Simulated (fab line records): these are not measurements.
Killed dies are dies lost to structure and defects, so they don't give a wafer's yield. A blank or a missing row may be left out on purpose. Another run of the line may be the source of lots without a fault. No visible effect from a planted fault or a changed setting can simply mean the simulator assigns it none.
fab line records / flow rit_cmos / part 2 of 2: steps 33 to 45 of 45
[record] lots = 5 wafers = 15 last_day = 6
route steps=202 shown NWELL@30 PWELL@39 WELLDRIVE@50 NRETRO@53 PRETRO@64
lots with no fault: from the same line, run without faults
start_h: start of the lot's first displayed wafer, in hours after the record's first day / wait_h: time in hours since the lot's previous step / " repeats the value in the row above / L1.1+2: several wafers, shown together as one row / - value missing, or start not given / * or withheld: withheld / < > ~ a bound
route shown NAME@n: names a module that has steps shown in the file, with the first one's number in the route / usual: mean and standard deviation over wafers with no fault / same: alike in all rows / chamber/n: place in a boat / sites: readings site by site / _std_site: how widely they spread, as a standard deviation / _edge_site: the outer-site mean with the inner-site mean subtracted / radius_mm: for every site, how far away it sits from the centre of the wafer / mask NAME#n: copy n / behind: tool/chamber where the wafer was last shaped / hold: cause of the lot's hold/its duration in hours/its outcome / device: the transistor (n, p or np) that didn't switch / end of line: the tests these same wafers got at the end of their route / where a step has no rows: the recipe by itself / killed: not the wafer's yield, but the dies lost to structure and defects at the first sort / map: per-die view of a wafer (x killed, . not killed, _ where there is no die)
set.NAME: setting as actually run; set.NAME@STEP: the setting as run at that earlier step / model.NAME: the simulator's own value behind a step, which no gauge read
lots at selected steps of the route; one table per step, one row per wafer
services: when a tool's chamber went out of use (start_h, in hours from the record's first day, below 0 if earlier), for how many hours, and the reason
[[steps]]
[step RIT_NRETRO_STRIP_09]
[recipe] chemistry = O2 time_s = 180 resist = NOVOLAK platen_temp_c = withheld power_w = 500 pressure_mtorr = 4000 o2_flow_sccm = 4000
[usual] drypump_motor_current_A = 5.8/0.44 rf_refl_power_W = 6.6/0.75
lot.wafer=L074.2 tool=plasma_asher-02 chamber=1 start_h=30.90 wait_h=0.1 drypump_motor_current_A=5.8 rf_hours_counter_h=43 rf_refl_power_W=7.6
lot.wafer=L074.3 tool=plasma_asher-02 chamber=0 start_h=30.90 wait_h=0.1 drypump_motor_current_A=6.5 rf_hours_counter_h=- rf_refl_power_W=6.7
lot.wafer=L074.6 tool=plasma_asher-02 chamber=0 start_h=30.90 wait_h=0.1 drypump_motor_current_A=6.5 rf_hours_counter_h=- rf_refl_power_W=6.6
lot.wafer=L075.1 tool=plasma_asher-02 chamber=1 start_h=37.27 wait_h=0.1 drypump_motor_current_A=5.8 rf_hours_counter_h=43 rf_refl_power_W=7.7
lot.wafer=L075.4 tool=plasma_asher-02 chamber=0 start_h=37.27 wait_h=0.1 drypump_motor_current_A=6.6 rf_hours_counter_h=- rf_refl_power_W=6.1
lot.wafer=L075.5 tool=plasma_asher-02 chamber=1 start_h=37.27 wait_h=0.1 drypump_motor_current_A=5.8 rf_hours_counter_h=- rf_refl_power_W=7.8
lot.wafer=L076.4 tool=plasma_asher-03 chamber=0 start_h=41.49 wait_h=0.1 drypump_motor_current_A=5.7 rf_hours_counter_h=- rf_refl_power_W=5.4
lot.wafer=L076.5 tool=plasma_asher-03 chamber=0 start_h=41.49 wait_h=0.1 drypump_motor_current_A=5.7 rf_hours_counter_h=- rf_refl_power_W=5.6
lot.wafer=L076.6 tool=plasma_asher-03 chamber=1 start_h=41.49 wait_h=0.1 drypump_motor_current_A=5.6 rf_hours_counter_h=- rf_refl_power_W=6.8
lot.wafer=L084.2 tool=plasma_asher-01 chamber=1 start_h=80.96 wait_h=0.1 drypump_motor_current_A=4.9 rf_hours_counter_h=48 rf_refl_power_W=5.8
lot.wafer=L084.4 tool=plasma_asher-01 chamber=1 start_h=80.96 wait_h=0.1 drypump_motor_current_A=4.9 rf_hours_counter_h=- rf_refl_power_W=6.1
lot.wafer=L084.6 tool=plasma_asher-01 chamber=0 start_h=80.96 wait_h=0.1 drypump_motor_current_A=5.9 rf_hours_counter_h=- rf_refl_power_W=6.7
lot.wafer=L091.1 tool=plasma_asher-03 chamber=1 start_h=120.48 wait_h=0.1 drypump_motor_current_A=5.6 rf_hours_counter_h=38 rf_refl_power_W=7.2
lot.wafer=L091.5 tool=plasma_asher-03 chamber=1 start_h=120.48 wait_h=0.1 drypump_motor_current_A=5.6 rf_hours_counter_h=- rf_refl_power_W=7.1
lot.wafer=L091.6 tool=plasma_asher-03 chamber=0 start_h=120.48 wait_h=0.1 drypump_motor_current_A=5.7 rf_hours_counter_h=- rf_refl_power_W=5.5
[step RIT_NRETRO_TW_MEAS_10]
[usual] NRETRO_TW = 1048/8.7
lot.wafer=L074.2 tool=film_metro-04 chamber=- start_h=31.08 wait_h=0.1 NRETRO_TW=1058
lot.wafer=L074.3 tool=film_metro-04 chamber=- start_h=31.08 wait_h=0.1 NRETRO_TW=1055
lot.wafer=L074.6 tool=film_metro-04 chamber=- start_h=31.08 wait_h=0.1 NRETRO_TW=1048
lot.wafer=L075.1 tool=film_metro-03 chamber=- start_h=37.44 wait_h=0.1 NRETRO_TW=1041
lot.wafer=L075.4 tool=film_metro-03 chamber=- start_h=37.44 wait_h=0.1 NRETRO_TW=1040
lot.wafer=L075.5 tool=film_metro-03 chamber=- start_h=37.44 wait_h=0.1 NRETRO_TW=1046
lot.wafer=L076.4 tool=film_metro-04 chamber=- start_h=41.63 wait_h=0.1 NRETRO_TW=1051
lot.wafer=L076.5 tool=film_metro-04 chamber=- start_h=41.63 wait_h=0.1 NRETRO_TW=1052
lot.wafer=L076.6 tool=film_metro-04 chamber=- start_h=41.63 wait_h=0.1 NRETRO_TW=1053
lot.wafer=L084.2 tool=film_metro-04 chamber=- start_h=81.15 wait_h=0.1 NRETRO_TW=1050
lot.wafer=L084.4 tool=film_metro-04 chamber=- start_h=81.15 wait_h=0.1 NRETRO_TW=1052
lot.wafer=L084.6 tool=film_metro-04 chamber=- start_h=81.15 wait_h=0.1 NRETRO_TW=1050
lot.wafer=L091.1 tool=film_metro-01 chamber=- start_h=120.66 wait_h=0.1 NRETRO_TW=1062
lot.wafer=L091.5 tool=film_metro-01 chamber=- start_h=120.66 wait_h=0.1 NRETRO_TW=1068
lot.wafer=L091.6 tool=film_metro-01 chamber=- start_h=120.66 wait_h=0.1 NRETRO_TW=1066
[step RIT_PRETRO_HMDS_00]
[recipe] prime_time_s = 60 prime_temp_c = 140
lot.wafer=L074.2+3+6 tool=litho_track-04 chamber=0 start_h=31.16 wait_h=0.1
lot.wafer=L075.1+4+5 tool=litho_track-04 chamber=0 start_h=37.50 wait_h=0.1
lot.wafer=L076.4+5+6 tool=litho_track-04 chamber=0 start_h=41.74 wait_h=0.1
lot.wafer=L084.2+4+6 tool=litho_track-03 chamber=0 start_h=81.22 wait_h=0.1
lot.wafer=L091.1+5+6 tool=litho_track-04 chamber=0 start_h=120.72 wait_h=0.1
[step RIT_PRETRO_COAT_01]
[recipe] resist = NOVOLAK spin_rpm = 1987 resist_thk_nm = 1300
[usual] dispense_pressure_kPa = 43.8/2.2
lot.wafer=L074.2 tool=litho_track-04 chamber=0 start_h=31.31 wait_h=0.1 dispense_pressure_kPa=41.1
lot.wafer=L074.3 tool=litho_track-04 chamber=0 start_h=31.31 wait_h=0.1 dispense_pressure_kPa=41.1
lot.wafer=L074.6 tool=litho_track-04 chamber=0 start_h=31.31 wait_h=0.1 dispense_pressure_kPa=41.1
lot.wafer=L075.1 tool=litho_track-04 chamber=0 start_h=37.65 wait_h=0.1 dispense_pressure_kPa=41.1
lot.wafer=L075.4 tool=litho_track-04 chamber=0 start_h=37.65 wait_h=0.1 dispense_pressure_kPa=41.1
lot.wafer=L075.5 tool=litho_track-04 chamber=0 start_h=37.65 wait_h=0.1 dispense_pressure_kPa=41.0
lot.wafer=L076.4 tool=litho_track-04 chamber=0 start_h=41.89 wait_h=0.1 dispense_pressure_kPa=41.1
lot.wafer=L076.5 tool=litho_track-04 chamber=0 start_h=41.89 wait_h=0.1 dispense_pressure_kPa=41.1
lot.wafer=L076.6 tool=litho_track-04 chamber=0 start_h=41.89 wait_h=0.1 dispense_pressure_kPa=41.1
lot.wafer=L084.2 tool=litho_track-03 chamber=0 start_h=81.37 wait_h=0.1 dispense_pressure_kPa=44.1
lot.wafer=L084.4 tool=litho_track-03 chamber=0 start_h=81.37 wait_h=0.1 dispense_pressure_kPa=44.1
lot.wafer=L084.6 tool=litho_track-03 chamber=0 start_h=81.37 wait_h=0.1 dispense_pressure_kPa=44.0
lot.wafer=L091.1 tool=litho_track-04 chamber=0 start_h=120.87 wait_h=0.1 dispense_pressure_kPa=41.1
lot.wafer=L091.5 tool=litho_track-04 chamber=0 start_h=120.87 wait_h=0.1 dispense_pressure_kPa=41.1
lot.wafer=L091.6 tool=litho_track-04 chamber=0 start_h=120.87 wait_h=0.1 dispense_pressure_kPa=41.1
[step RIT_PRETRO_SOFTBAKE_02]
[recipe] resist = NOVOLAK temp_c = 90 time_s = 60
lot.wafer=L074.2+3+6 tool=litho_track-04 chamber=0 start_h=31.46 wait_h=0.1
lot.wafer=L075.1+4+5 tool=litho_track-04 chamber=0 start_h=37.80 wait_h=0.1
lot.wafer=L076.4+5+6 tool=litho_track-04 chamber=0 start_h=42.04 wait_h=0.1
lot.wafer=L084.2+4+6 tool=litho_track-03 chamber=0 start_h=81.52 wait_h=0.1
lot.wafer=L091.1+5+6 tool=litho_track-04 chamber=0 start_h=121.02 wait_h=0.1
[step RIT_PRETRO_EXPOSE_03]
[recipe] mask_id = M5 na = 0.57 target_cd_nm = 43700 dose_mj = 250
[usual] stage_vel_mm_s = 499.99/0.23
[same] na = 0.57
lot.wafer=L074.2 tool=iline_stepper-01 chamber=0 start_h=31.60 wait_h=0.1 mask=M5#0 stage_vel_mm_s=500.27
lot.wafer=L074.3 tool=iline_stepper-01 chamber=0 start_h=31.60 wait_h=0.1 mask=M5#0 stage_vel_mm_s=500.06
lot.wafer=L074.6 tool=iline_stepper-01 chamber=0 start_h=31.60 wait_h=0.1 mask=M5#0 stage_vel_mm_s=500.24
lot.wafer=L075.1 tool=iline_stepper-01 chamber=0 start_h=37.95 wait_h=0.1 mask=M5#0 stage_vel_mm_s=500.07
lot.wafer=L075.4 tool=iline_stepper-01 chamber=0 start_h=37.95 wait_h=0.1 mask=M5#0 stage_vel_mm_s=500.02
lot.wafer=L075.5 tool=iline_stepper-01 chamber=0 start_h=37.95 wait_h=0.1 mask=M5#0 stage_vel_mm_s=500.16
lot.wafer=L076.4 tool=iline_stepper-02 chamber=0 start_h=42.30 wait_h=0.2 mask=M5#0 stage_vel_mm_s=500.02
lot.wafer=L076.5 tool=iline_stepper-02 chamber=0 start_h=42.30 wait_h=0.2 mask=M5#0 stage_vel_mm_s=500.21
lot.wafer=L076.6 tool=iline_stepper-02 chamber=0 start_h=42.30 wait_h=0.2 mask=M5#0 stage_vel_mm_s=500.24
lot.wafer=L084.2 tool=iline_stepper-02 chamber=0 start_h=81.79 wait_h=0.2 mask=M5#0 stage_vel_mm_s=500.16
lot.wafer=L084.4 tool=iline_stepper-02 chamber=0 start_h=81.79 wait_h=0.2 mask=M5#0 stage_vel_mm_s=500.22
lot.wafer=L084.6 tool=iline_stepper-02 chamber=0 start_h=81.79 wait_h=0.2 mask=M5#0 stage_vel_mm_s=499.98
lot.wafer=L091.1 tool=iline_stepper-01 chamber=0 start_h=121.29 wait_h=0.2 mask=M5#0 stage_vel_mm_s=500.12
lot.wafer=L091.5 tool=iline_stepper-01 chamber=0 start_h=121.29 wait_h=0.2 mask=M5#0 stage_vel_mm_s=499.51
lot.wafer=L091.6 tool=iline_stepper-01 chamber=0 start_h=121.29 wait_h=0.2 mask=M5#0 stage_vel_mm_s=499.90
[step RIT_PRETRO_PEB_04]
[recipe] resist = NOVOLAK temp_c = withheld time_s = withheld
lot.wafer=L074.2+3+6 tool=litho_track-04 chamber=0 start_h=31.89 wait_h=0.3
lot.wafer=L075.1+4+5 tool=litho_track-04 chamber=0 start_h=38.20 wait_h=0.2
lot.wafer=L076.4+5+6 tool=litho_track-01 chamber=0 start_h=42.43 wait_h=0.1
lot.wafer=L084.2+4+6 tool=litho_track-04 chamber=0 start_h=81.92 wait_h=0.1
lot.wafer=L091.1+5+6 tool=litho_track-01 chamber=0 start_h=121.41 wait_h=0.1
[step RIT_PRETRO_DEVELOP_05]
[recipe] resist = NOVOLAK develop_time_s = 68 dev_temp_c = 23
lot.wafer=L074.2+3+6 tool=litho_track-04 chamber=0 start_h=- wait_h=-
lot.wafer=L075.1+4+5 tool=litho_track-04 chamber=0 start_h=- wait_h=-
lot.wafer=L076.4+5+6 tool=litho_track-01 chamber=0 start_h=- wait_h=-
lot.wafer=L084.2+4+6 tool=litho_track-04 chamber=0 start_h=- wait_h=-
lot.wafer=L091.1+5+6 tool=litho_track-01 chamber=0 start_h=- wait_h=-
[step RIT_PRETRO_OVL_MEAS_06]
[usual] PRETRO_OVL = 0.2/1.4
lot.wafer=L074.2 tool=overlay-02 chamber=- start_h=32.18 wait_h=- PRETRO_OVL[nm]=-2.4
lot.wafer=L074.3 tool=overlay-02 chamber=- start_h=32.18 wait_h=- PRETRO_OVL[nm]=-1.7
lot.wafer=L074.6 tool=overlay-02 chamber=- start_h=32.18 wait_h=- PRETRO_OVL[nm]=-2.9
lot.wafer=L075.1 tool=overlay-01 chamber=- start_h=38.52 wait_h=- PRETRO_OVL[nm]=0.2
lot.wafer=L075.4 tool=overlay-01 chamber=- start_h=38.52 wait_h=- PRETRO_OVL[nm]=-1.5
lot.wafer=L075.5 tool=overlay-01 chamber=- start_h=38.52 wait_h=- PRETRO_OVL[nm]=-0.9
lot.wafer=L076.4 tool=overlay-01 chamber=- start_h=42.69 wait_h=- PRETRO_OVL[nm]=2.2
lot.wafer=L076.5 tool=overlay-01 chamber=- start_h=42.69 wait_h=- PRETRO_OVL[nm]=2.4
lot.wafer=L076.6 tool=overlay-01 chamber=- start_h=42.69 wait_h=- PRETRO_OVL[nm]=-2.3
lot.wafer=L084.2 tool=overlay-02 chamber=- start_h=82.21 wait_h=- PRETRO_OVL[nm]=0.1
lot.wafer=L084.4 tool=overlay-02 chamber=- start_h=82.21 wait_h=- PRETRO_OVL[nm]=0.2
lot.wafer=L084.6 tool=overlay-02 chamber=- start_h=82.21 wait_h=- PRETRO_OVL[nm]=0.8
lot.wafer=L091.1 tool=overlay-02 chamber=- start_h=121.72 wait_h=- PRETRO_OVL[nm]=-1.0
lot.wafer=L091.5 tool=overlay-02 chamber=- start_h=121.72 wait_h=- PRETRO_OVL[nm]=0.9
lot.wafer=L091.6 tool=overlay-02 chamber=- start_h=121.72 wait_h=- PRETRO_OVL[nm]=-0.5
[step RIT_PRETRO_HARDBAKE_07]
[recipe] resist = NOVOLAK temp_c = 140 time_s = 120
lot.wafer=L074.2+3+6 tool=litho_track-04 chamber=0 start_h=32.26 wait_h=0.1
lot.wafer=L075.1+4+5 tool=litho_track-03 chamber=0 start_h=38.55 wait_h=0.0
lot.wafer=L076.4+5+6 tool=litho_track-04 chamber=0 start_h=42.83 wait_h=0.1
lot.wafer=L084.2+4+6 tool=litho_track-01 chamber=0 start_h=82.28 wait_h=0.1
lot.wafer=L091.1+5+6 tool=litho_track-04 chamber=0 start_h=121.76 wait_h=0.0
[step RIT_PRETRO_IMPLANT_08]
[recipe] species = B energy_kev = 45 dose_cm2 = 1.2e+13 tilt_deg = 7
[usual] dose_ions_cm2 = 1.2003e+13/1.3e+10
[same] implant_ion_amu = 11
lot.wafer=L074.2 tool=implanter-04 chamber=0 start_h=32.49 wait_h=0.2 dose_ions_cm2=1.2016e+13
lot.wafer=L074.3 tool=implanter-04 chamber=0 start_h=32.49 wait_h=0.2 dose_ions_cm2=1.2006e+13
lot.wafer=L074.6 tool=implanter-04 chamber=0 start_h=32.49 wait_h=0.2 dose_ions_cm2=1.2013e+13
lot.wafer=L075.1 tool=implanter-04 chamber=0 start_h=38.80 wait_h=0.2 dose_ions_cm2=1.1993e+13
lot.wafer=L075.4 tool=implanter-04 chamber=0 start_h=38.80 wait_h=0.2 dose_ions_cm2=1.2008e+13
lot.wafer=L075.5 tool=implanter-04 chamber=0 start_h=38.80 wait_h=0.2 dose_ions_cm2=1.1978e+13
lot.wafer=L076.4 tool=implanter-03 chamber=0 start_h=43.03 wait_h=0.2 dose_ions_cm2=1.2008e+13
lot.wafer=L076.5 tool=implanter-03 chamber=0 start_h=43.03 wait_h=0.2 dose_ions_cm2=1.2005e+13
lot.wafer=L076.6 tool=implanter-03 chamber=0 start_h=43.03 wait_h=0.2 dose_ions_cm2=1.201e+13
lot.wafer=L084.2 tool=implanter-04 chamber=0 start_h=82.52 wait_h=0.2 dose_ions_cm2=1.202e+13
lot.wafer=L084.4 tool=implanter-04 chamber=0 start_h=82.52 wait_h=0.2 dose_ions_cm2=1.2006e+13
lot.wafer=L084.6 tool=implanter-04 chamber=0 start_h=82.52 wait_h=0.2 dose_ions_cm2=1.2e+13
lot.wafer=L091.1 tool=implanter-04 chamber=0 start_h=122.01 wait_h=0.2 dose_ions_cm2=1.1985e+13
lot.wafer=L091.5 tool=implanter-04 chamber=0 start_h=122.01 wait_h=0.2 dose_ions_cm2=1.2003e+13
lot.wafer=L091.6 tool=implanter-04 chamber=0 start_h=122.01 wait_h=0.2 dose_ions_cm2=1.2e+13
[step RIT_PRETRO_STRIP_09]
[recipe] chemistry = O2 time_s = 180 resist = NOVOLAK platen_temp_c = withheld power_w = 500 pressure_mtorr = 4000 o2_flow_sccm = 4000
[usual] drypump_motor_current_A = 5.8/0.36 rf_refl_power_W = 6.5/0.96
lot.wafer=L074.2 tool=plasma_asher-03 chamber=0 start_h=32.61 wait_h=0.1 drypump_motor_current_A=5.7 rf_hours_counter_h=29 rf_refl_power_W=5.7
lot.wafer=L074.3 tool=plasma_asher-03 chamber=1 start_h=32.61 wait_h=0.1 drypump_motor_current_A=5.6 rf_hours_counter_h=- rf_refl_power_W=7.1
lot.wafer=L074.6 tool=plasma_asher-03 chamber=0 start_h=32.61 wait_h=0.1 drypump_motor_current_A=5.7 rf_hours_counter_h=- rf_refl_power_W=5.6
lot.wafer=L075.1 tool=plasma_asher-02 chamber=1 start_h=38.95 wait_h=0.1 drypump_motor_current_A=5.8 rf_hours_counter_h=44 rf_refl_power_W=8.0
lot.wafer=L075.4 tool=plasma_asher-02 chamber=1 start_h=38.95 wait_h=0.1 drypump_motor_current_A=5.8 rf_hours_counter_h=- rf_refl_power_W=7.8
lot.wafer=L075.5 tool=plasma_asher-02 chamber=0 start_h=38.95 wait_h=0.1 drypump_motor_current_A=6.5 rf_hours_counter_h=- rf_refl_power_W=6.4
lot.wafer=L076.4 tool=plasma_asher-04 chamber=1 start_h=43.16 wait_h=0.1 drypump_motor_current_A=5.4 rf_hours_counter_h=- rf_refl_power_W=7.1
lot.wafer=L076.5 tool=plasma_asher-04 chamber=1 start_h=43.16 wait_h=0.1 drypump_motor_current_A=5.4 rf_hours_counter_h=- rf_refl_power_W=7.1
lot.wafer=L076.6 tool=plasma_asher-04 chamber=0 start_h=43.16 wait_h=0.1 drypump_motor_current_A=5.6 rf_hours_counter_h=- rf_refl_power_W=5.0
lot.wafer=L084.2 tool=plasma_asher-03 chamber=0 start_h=82.64 wait_h=0.1 drypump_motor_current_A=5.7 rf_hours_counter_h=34 rf_refl_power_W=5.6
lot.wafer=L084.4 tool=plasma_asher-03 chamber=0 start_h=82.64 wait_h=0.1 drypump_motor_current_A=5.7 rf_hours_counter_h=- rf_refl_power_W=5.6
lot.wafer=L084.6 tool=plasma_asher-03 chamber=1 start_h=82.64 wait_h=0.1 drypump_motor_current_A=5.6 rf_hours_counter_h=- rf_refl_power_W=7.0
lot.wafer=L091.1 tool=plasma_asher-03 chamber=0 start_h=122.16 wait_h=0.1 drypump_motor_current_A=5.7 rf_hours_counter_h=38 rf_refl_power_W=5.6
lot.wafer=L091.5 tool=plasma_asher-03 chamber=1 start_h=122.16 wait_h=0.1 drypump_motor_current_A=5.6 rf_hours_counter_h=- rf_refl_power_W=7.1
lot.wafer=L091.6 tool=plasma_asher-03 chamber=0 start_h=122.16 wait_h=0.1 drypump_motor_current_A=5.7 rf_hours_counter_h=- rf_refl_power_W=5.7
[step RIT_PRETRO_TW_MEAS_10]
[usual] PRETRO_TW = 471/3.2
lot.wafer=L074.2 tool=film_metro-02 chamber=- start_h=32.80 wait_h=0.1 PRETRO_TW=476
lot.wafer=L074.3 tool=film_metro-02 chamber=- start_h=32.80 wait_h=0.1 PRETRO_TW=473
lot.wafer=L074.6 tool=film_metro-02 chamber=- start_h=32.80 wait_h=0.1 PRETRO_TW=473
lot.wafer=L075.1 tool=film_metro-02 chamber=- start_h=39.13 wait_h=0.1 PRETRO_TW=472
lot.wafer=L075.4 tool=film_metro-02 chamber=- start_h=39.13 wait_h=0.1 PRETRO_TW=472
lot.wafer=L075.5 tool=film_metro-02 chamber=- start_h=39.13 wait_h=0.1 PRETRO_TW=473
lot.wafer=L076.4 tool=film_metro-04 chamber=- start_h=43.31 wait_h=0.1 PRETRO_TW=478
lot.wafer=L076.5 tool=film_metro-04 chamber=- start_h=43.31 wait_h=0.1 PRETRO_TW=476
lot.wafer=L076.6 tool=film_metro-04 chamber=- start_h=43.31 wait_h=0.1 PRETRO_TW=477
lot.wafer=L084.2 tool=film_metro-02 chamber=- start_h=82.83 wait_h=0.1 PRETRO_TW=472
lot.wafer=L084.4 tool=film_metro-02 chamber=- start_h=82.83 wait_h=0.1 PRETRO_TW=472
lot.wafer=L084.6 tool=film_metro-02 chamber=- start_h=82.83 wait_h=0.1 PRETRO_TW=473
lot.wafer=L091.1 tool=film_metro-03 chamber=- start_h=122.34 wait_h=0.1 PRETRO_TW=467
lot.wafer=L091.5 tool=film_metro-03 chamber=- start_h=122.34 wait_h=0.1 PRETRO_TW=469
lot.wafer=L091.6 tool=film_metro-03 chamber=- start_h=122.34 wait_h=0.1 PRETRO_TW=468
[[services]]
tool=implanter-02 chamber=- start_h=23.10 hours=1.3 kind=repair
tool=plasma_asher-04 chamber=- start_h=28.62 hours=1.2 kind=repair
tool=plasma_asher-01 chamber=- start_h=29.62 hours=2.8 kind=pm
tool=furnace-02 chamber=- start_h=35.53 hours=1.8 kind=pm
tool=furnace-01 chamber=- start_h=42.87 hours=10.7 kind=pm
tool=plasma_asher-04 chamber=- start_h=53.58 hours=5.2 kind=repair
tool=plasma_asher-03 chamber=- start_h=56.99 hours=10.5 kind=repair
tool=furnace-04 chamber=- start_h=66.94 hours=3.1 kind=pm
tool=implanter-01 chamber=- start_h=67.17 hours=1.5 kind=repair
tool=plasma_asher-04 chamber=- start_h=67.21 hours=15.6 kind=pm
tool=furnace-04 chamber=- start_h=70.00 hours=41.2 kind=pm
tool=implanter-01 chamber=- start_h=70.49 hours=13.5 kind=repair
tool=implanter-03 chamber=- start_h=72.41 hours=9.4 kind=repair
tool=iline_stepper-01 chamber=- start_h=79.31 hours=13.3 kind=repair
tool=plasma_asher-04 chamber=- start_h=96.40 hours=2.3 kind=repair
tool=implanter-04 chamber=- start_h=103.32 hours=1.2 kind=repair
tool=plasma_asher-02 chamber=- start_h=108.75 hours=9.0 kind=pm
tool=plasma_asher-02 chamber=0 start_h=108.75 hours=9.0 kind=vent_cycle
tool=plasma_asher-02 chamber=1 start_h=108.75 hours=9.0 kind=vent_cycle
tool=furnace-04 chamber=- start_h=117.53 hours=3.0 kind=pm
tool=plasma_asher-02 chamber=0 start_h=117.75 hours=- kind=clean
tool=plasma_asher-02 chamber=1 start_h=117.75 hours=- kind=clean
tool=iline_stepper-02 chamber=- start_h=120.35 hours=2.1 kind=pm
